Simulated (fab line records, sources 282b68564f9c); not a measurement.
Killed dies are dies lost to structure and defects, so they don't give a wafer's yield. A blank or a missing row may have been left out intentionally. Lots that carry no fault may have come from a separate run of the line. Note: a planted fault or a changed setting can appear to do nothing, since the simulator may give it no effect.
Split-lot experiment / flow rit-cmos / 5 lots, 23 wafers read, on a route of 202 steps

== ON THE SPLIT ==
At RIT_PSD_SOFTBAKE_02 (time 60 s), the setting temp-c was moved away from the recipe's 90 C on 8 of the 23 wafers read, by -1.2% to +2.9%. All remaining wafers had this setting at the recipe value.

== FROM THE SPLIT TO THE READING: what the file shows between them, 2 steps ==
- RIT_PSD_EXPOSE_03: exposes mask M10, target cd 40900 nm
- RIT_PSD_PEB_04

== THE READING ==
NOVOLAK_of_PSD_COAT_01.thk-nm (the simulator's own value, which no gauge read), in nm, at RIT_PSD_DEVELOP_05 (develop time 50 s). The file gives no usual value for it. Average 1000.2 nm, standard deviation 2.3 nm, over the 15 wafers here run with the recipe.

wafer=L074.3; tool, chamber at the split=litho-track-03, 0; temp-c as run, C=90; against the recipe=recipe; NOVOLAK_of_PSD_COAT_01.thk-nm, nm=997; against lot-mates on the recipe=-
wafer=L074.5; tool, chamber at the split=litho-track-03, 0; temp-c as run, C=90; against the recipe=recipe; NOVOLAK_of_PSD_COAT_01.thk-nm, nm=997.4; against lot-mates on the recipe=-
wafer=L074.6; tool, chamber at the split=litho-track-03, 0; temp-c as run, C=90; against the recipe=recipe; NOVOLAK_of_PSD_COAT_01.thk-nm, nm=998.3; against lot-mates on the recipe=-
wafer=L076.1; tool, chamber at the split=litho-track-01, 0; temp-c as run, C=90; against the recipe=recipe; NOVOLAK_of_PSD_COAT_01.thk-nm, nm=1002; against lot-mates on the recipe=-
wafer=L076.3; tool, chamber at the split=litho-track-01, 0; temp-c as run, C=92.62; against the recipe=+2.9%; NOVOLAK_of_PSD_COAT_01.thk-nm, nm=995.2; against lot-mates on the recipe=-7.3
wafer=L076.4; tool, chamber at the split=litho-track-01, 0; temp-c as run, C=92.62; against the recipe=+2.9%; NOVOLAK_of_PSD_COAT_01.thk-nm, nm=995.4; against lot-mates on the recipe=-7.1
wafer=L076.5; tool, chamber at the split=litho-track-01, 0; temp-c as run, C=90; against the recipe=recipe; NOVOLAK_of_PSD_COAT_01.thk-nm, nm=1003; against lot-mates on the recipe=-
wafer=L076.6; tool, chamber at the split=litho-track-01, 0; temp-c as run, C=92.62; against the recipe=+2.9%; NOVOLAK_of_PSD_COAT_01.thk-nm, nm=995.5; against lot-mates on the recipe=-7.0
wafer=L077.1; tool, chamber at the split=litho-track-03, 0; temp-c as run, C=90; against the recipe=recipe; NOVOLAK_of_PSD_COAT_01.thk-nm, nm=1003; against lot-mates on the recipe=-
wafer=L077.2; tool, chamber at the split=litho-track-03, 0; temp-c as run, C=91.24; against the recipe=+1.4%; NOVOLAK_of_PSD_COAT_01.thk-nm, nm=999.1; against lot-mates on the recipe=-2.6
wafer=L077.4; tool, chamber at the split=litho-track-03, 0; temp-c as run, C=90; against the recipe=recipe; NOVOLAK_of_PSD_COAT_01.thk-nm, nm=1002; against lot-mates on the recipe=-
wafer=L077.5; tool, chamber at the split=litho-track-03, 0; temp-c as run, C=91.24; against the recipe=+1.4%; NOVOLAK_of_PSD_COAT_01.thk-nm, nm=997.3; against lot-mates on the recipe=-4.4
wafer=L077.6; tool, chamber at the split=litho-track-03, 0; temp-c as run, C=90; against the recipe=recipe; NOVOLAK_of_PSD_COAT_01.thk-nm, nm=1000; against lot-mates on the recipe=-
wafer=L080.1; tool, chamber at the split=litho-track-01, 0; temp-c as run, C=90; against the recipe=recipe; NOVOLAK_of_PSD_COAT_01.thk-nm, nm=1004; against lot-mates on the recipe=-
wafer=L080.2; tool, chamber at the split=litho-track-01, 0; temp-c as run, C=90; against the recipe=recipe; NOVOLAK_of_PSD_COAT_01.thk-nm, nm=1001; against lot-mates on the recipe=-
wafer=L080.3; tool, chamber at the split=litho-track-01, 0; temp-c as run, C=88.9; against the recipe=-1.2%; NOVOLAK_of_PSD_COAT_01.thk-nm, nm=1009; against lot-mates on the recipe=+6.5
wafer=L080.4; tool, chamber at the split=litho-track-01, 0; temp-c as run, C=88.9; against the recipe=-1.2%; NOVOLAK_of_PSD_COAT_01.thk-nm, nm=1006; against lot-mates on the recipe=+3.5
wafer=L080.5; tool, chamber at the split=litho-track-01, 0; temp-c as run, C=88.9; against the recipe=-1.2%; NOVOLAK_of_PSD_COAT_01.thk-nm, nm=1004; against lot-mates on the recipe=+1.5
wafer=L083.1; tool, chamber at the split=litho-track-04, 0; temp-c as run, C=90; against the recipe=recipe; NOVOLAK_of_PSD_COAT_01.thk-nm, nm=1002; against lot-mates on the recipe=-
wafer=L083.2; tool, chamber at the split=litho-track-04, 0; temp-c as run, C=90; against the recipe=recipe; NOVOLAK_of_PSD_COAT_01.thk-nm, nm=997.4; against lot-mates on the recipe=-
wafer=L083.3; tool, chamber at the split=litho-track-04, 0; temp-c as run, C=90; against the recipe=recipe; NOVOLAK_of_PSD_COAT_01.thk-nm, nm=998.8; against lot-mates on the recipe=-
wafer=L083.5; tool, chamber at the split=litho-track-04, 0; temp-c as run, C=90; against the recipe=recipe; NOVOLAK_of_PSD_COAT_01.thk-nm, nm=998.2; against lot-mates on the recipe=-
wafer=L083.6; tool, chamber at the split=litho-track-04, 0; temp-c as run, C=90; against the recipe=recipe; NOVOLAK_of_PSD_COAT_01.thk-nm, nm=998.9; against lot-mates on the recipe=-

THE FIT
A straight line over all 23 wafers: NOVOLAK_of_PSD_COAT_01.thk-nm changes by -2.26 nm for each +1% of temp-c; r = -0.75; the points scatter about the line by 2.4 nm.
The same after taking each lot's own level away (the mean of its wafers on the recipe; 23 wafers): -2.58 nm for each +1%; r = -0.92; scatter 1.4 nm.
That fit puts the effect of the largest move of temp-c on the reading at 7.5 nm.
Across the lots, their own levels run from 997.57 to 1002.50 nm, a range of 2.2 times the standard deviation given above.
So the lot-to-lot level blurs the effect unless lot-mates are compared.
Check: with one of the wafers moved furthest among these (+2.9%) left out of the fit, the line predicts -7.4 nm for it against its lot-mates. Against them it came out at -7.3 nm.

== THE OTHER SPLITS THESE WAFERS WENT THROUGH ==
These wafers also went through other splits before the reading. Each is held against what the fit with the lots' levels taken away leaves over:
other split on the same wafers=RIT_ACTIVE_OXIDATION_01 temp-c; wafers away from the commonest value=10; r with NOVOLAK_of_PSD_COAT_01.thk-nm (lot level and that fit taken away)=-0.10
other split on the same wafers=RIT_ACTIVE_EXPOSE_08 dose-mj; wafers away from the commonest value=11; r with NOVOLAK_of_PSD_COAT_01.thk-nm (lot level and that fit taken away)=-0.23
other split on the same wafers=RIT_FOX2_OXIDATION_00 ox-time-s; wafers away from the commonest value=10; r with NOVOLAK_of_PSD_COAT_01.thk-nm (lot level and that fit taken away)=+0.00
other split on the same wafers=RIT_NWELL_IMPLANT_08 dose-cm2; wafers away from the commonest value=6; r with NOVOLAK_of_PSD_COAT_01.thk-nm (lot level and that fit taken away)=-0.01
other split on the same wafers=RIT_PWELL_IMPLANT_08 energy-kev; wafers away from the commonest value=8; r with NOVOLAK_of_PSD_COAT_01.thk-nm (lot level and that fit taken away)=-0.10
other split on the same wafers=RIT_PRETRO_COAT_01 resist-thk-nm; wafers away from the commonest value=9; r with NOVOLAK_of_PSD_COAT_01.thk-nm (lot level and that fit taken away)=-0.20
other split on the same wafers=RIT_GATE_SOFTBAKE_12 temp-c; wafers away from the commonest value=8; r with NOVOLAK_of_PSD_COAT_01.thk-nm (lot level and that fit taken away)=-0.04
other split on the same wafers=RIT_NLDD_IMPLANT_08 energy-kev; wafers away from the commonest value=7; r with NOVOLAK_of_PSD_COAT_01.thk-nm (lot level and that fit taken away)=+0.06
other split on the same wafers=RIT_PLDD_IMPLANT_08 dose-cm2; wafers away from the commonest value=9; r with NOVOLAK_of_PSD_COAT_01.thk-nm (lot level and that fit taken away)=-0.13

== THE FILE'S OWN FIT ==
NOVOLAK_of_PSD_COAT_01.thk-nm changes by -2.62 nm for each +1% of temp-c, r = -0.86.
